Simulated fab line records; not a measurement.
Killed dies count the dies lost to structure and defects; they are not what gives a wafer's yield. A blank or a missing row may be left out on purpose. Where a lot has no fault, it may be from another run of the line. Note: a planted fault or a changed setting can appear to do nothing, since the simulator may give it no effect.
Shared-tool check / flow berkeley_cmos170 / 14 lots and 42 wafers in the sample

REASON FOR OPENING
UCB170_SPACER_THK_MEAS_01, reading SPACER_TEOS_THK: flagged on 2 of 14 lots. Wafers without a fault read 377 nm, standard deviation 5.1.
Rule: a lot is flagged when every wafer of it that has a number lies more than 4 standard deviations from that mean, or none has a number. All remaining lots are regarded as sound.

lot=L872; measured=day 8 01:52; on=film_metro-01; SPACER_TEOS_THK (nm), wafer by wafer=378 384 382; flag=
lot=L873; measured=day 8 02:05; on=film_metro-01; SPACER_TEOS_THK (nm), wafer by wafer=376 379 387; flag=
lot=L874; measured=day 8 02:29; on=film_metro-01; SPACER_TEOS_THK (nm), wafer by wafer=381 387 383; flag=
lot=L875; measured=day 8 10:29; on=film_metro-01; SPACER_TEOS_THK (nm), wafer by wafer=376 378 385; flag=
lot=L877; measured=day 9 11:04; on=film_metro-04; SPACER_TEOS_THK (nm), wafer by wafer=373 376 378; flag=
lot=L879; measured=day 9 11:34; on=film_metro-04; SPACER_TEOS_THK (nm), wafer by wafer=378 378 375; flag=
lot=L878; measured=day 9 11:49; on=film_metro-01; SPACER_TEOS_THK (nm), wafer by wafer=375 381 380; flag=
lot=L880; measured=day 9 22:40; on=film_metro-03; SPACER_TEOS_THK (nm), wafer by wafer=370 368 377; flag=
lot=L883; measured=day 10 09:23; on=film_metro-03; SPACER_TEOS_THK (nm), wafer by wafer=381 372 374; flag=
lot=L888; measured=day 12 00:44; on=film_metro-03; SPACER_TEOS_THK (nm), wafer by wafer=414 410 416; flag=FLAGGED
lot=L892; measured=day 12 11:29; on=film_metro-03; SPACER_TEOS_THK (nm), wafer by wafer=371 375 382; flag=
lot=L890; measured=day 12 11:38; on=film_metro-03; SPACER_TEOS_THK (nm), wafer by wafer=415 415 420; flag=FLAGGED
lot=L893; measured=day 12 18:29; on=film_metro-01; SPACER_TEOS_THK (nm), wafer by wafer=375 378 383; flag=
lot=L894; measured=day 13 03:56; on=film_metro-01; SPACER_TEOS_THK (nm), wafer by wafer=378 372 384; flag=
The numbers of the flagged lots are 415 nm on average: +38 nm against the usual, or +7 standard deviations.

WHICH TOOL RAN EACH LOT
The record holds 1 process step before the reading, out of a route of 331 steps. Read each cell as the tool, then ch plus the chambers that the sampled wafers visited, then the start.
lot=L872; flag=; UCB170_SPACER_CVD_00=pecvd-03 ch 1,2, day 8 01:49
lot=L873; flag=; UCB170_SPACER_CVD_00=pecvd-04 ch 0,1,2, day 8 02:02
lot=L874; flag=; UCB170_SPACER_CVD_00=pecvd-02 ch 1,2, day 8 02:27
lot=L875; flag=; UCB170_SPACER_CVD_00=pecvd-02 ch 1,2, day 8 10:26
lot=L877; flag=; UCB170_SPACER_CVD_00=pecvd-04 ch 0,2, day 9 11:01
lot=L879; flag=; UCB170_SPACER_CVD_00=pecvd-02 ch 0,1,2, day 9 11:31
lot=L878; flag=; UCB170_SPACER_CVD_00=pecvd-04 ch 0,1,2, day 9 11:46
lot=L880; flag=; UCB170_SPACER_CVD_00=pecvd-03 ch 0,2, day 9 22:38
lot=L883; flag=; UCB170_SPACER_CVD_00=pecvd-02 ch 0,1,2, day 10 09:20
lot=L888; flag=FLAGGED; UCB170_SPACER_CVD_00=pecvd-04 ch 1,2, day 12 00:41
lot=L892; flag=; UCB170_SPACER_CVD_00=pecvd-03 ch 0,1, day 12 11:26
lot=L890; flag=FLAGGED; UCB170_SPACER_CVD_00=pecvd-04 ch 0,2, day 12 11:34
lot=L893; flag=; UCB170_SPACER_CVD_00=pecvd-03 ch 1, day 12 18:25
lot=L894; flag=; UCB170_SPACER_CVD_00=pecvd-03 ch 0,1, day 13 03:53
What these steps do:
- UCB170_SPACER_CVD_00: deposits SiO2 from TEOS/O2, target thk 376 nm, time 47 s.
- UCB170_SPACER_THK_MEAS_01

FLAGGED AGAINST TOTAL, ONE TOOL AT A TIME (gauges that did the reading follow at the end)
step=UCB170_SPACER_CVD_00; tool=pecvd-02; lots run=4; flagged=0; share of the flagged lots=none; sound lots run after its first flagged lot=-
step=UCB170_SPACER_CVD_00; tool=pecvd-03; lots run=5; flagged=0; share of the flagged lots=none; sound lots run after its first flagged lot=-
step=UCB170_SPACER_CVD_00; tool=pecvd-04; lots run=5; flagged=2; share of the flagged lots=all; sound lots run after its first flagged lot=0
step=UCB170_SPACER_THK_MEAS_01; tool=film_metro-01; lots run=7; flagged=0; share of the flagged lots=none; sound lots run after its first flagged lot=-
step=UCB170_SPACER_THK_MEAS_01; tool=film_metro-03; lots run=5; flagged=2; share of the flagged lots=all; sound lots run after its first flagged lot=1 (L892)
step=UCB170_SPACER_THK_MEAS_01; tool=film_metro-04; lots run=2; flagged=0; share of the flagged lots=none; sound lots run after its first flagged lot=-

THE TABLE: WHAT IT ALLOWS
Every flagged lot went through 2 rows of the table: pecvd-04 at UCB170_SPACER_CVD_00 and film_metro-03 at UCB170_SPACER_THK_MEAS_01.
- pecvd-04 at UCB170_SPACER_CVD_00: 2 of its 5 lots flagged. Last sound lot L878 at day 9 11:46, first flagged lot L888 at day 12 00:41; a fault beginning in between fits. Its own readings lie more than 4 standard deviations out on every wafer of the flagged lots: rf_fwd_power_W.
- film_metro-03 at UCB170_SPACER_THK_MEAS_01: 2 of its 5 lots flagged. Sound lots followed the first flagged one (L892) on it, something a lasting fault affecting the whole tool could not allow.
One tool is left: pecvd-04 at UCB170_SPACER_CVD_00.

WHAT WAS PUT IN BY THE SIMULATOR
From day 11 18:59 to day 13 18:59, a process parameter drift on pecvd-04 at UCB170_SPACER_CVD_00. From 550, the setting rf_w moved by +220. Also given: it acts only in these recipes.
Shown lots that were struck: L888, L890. The rule above reached the same finding.
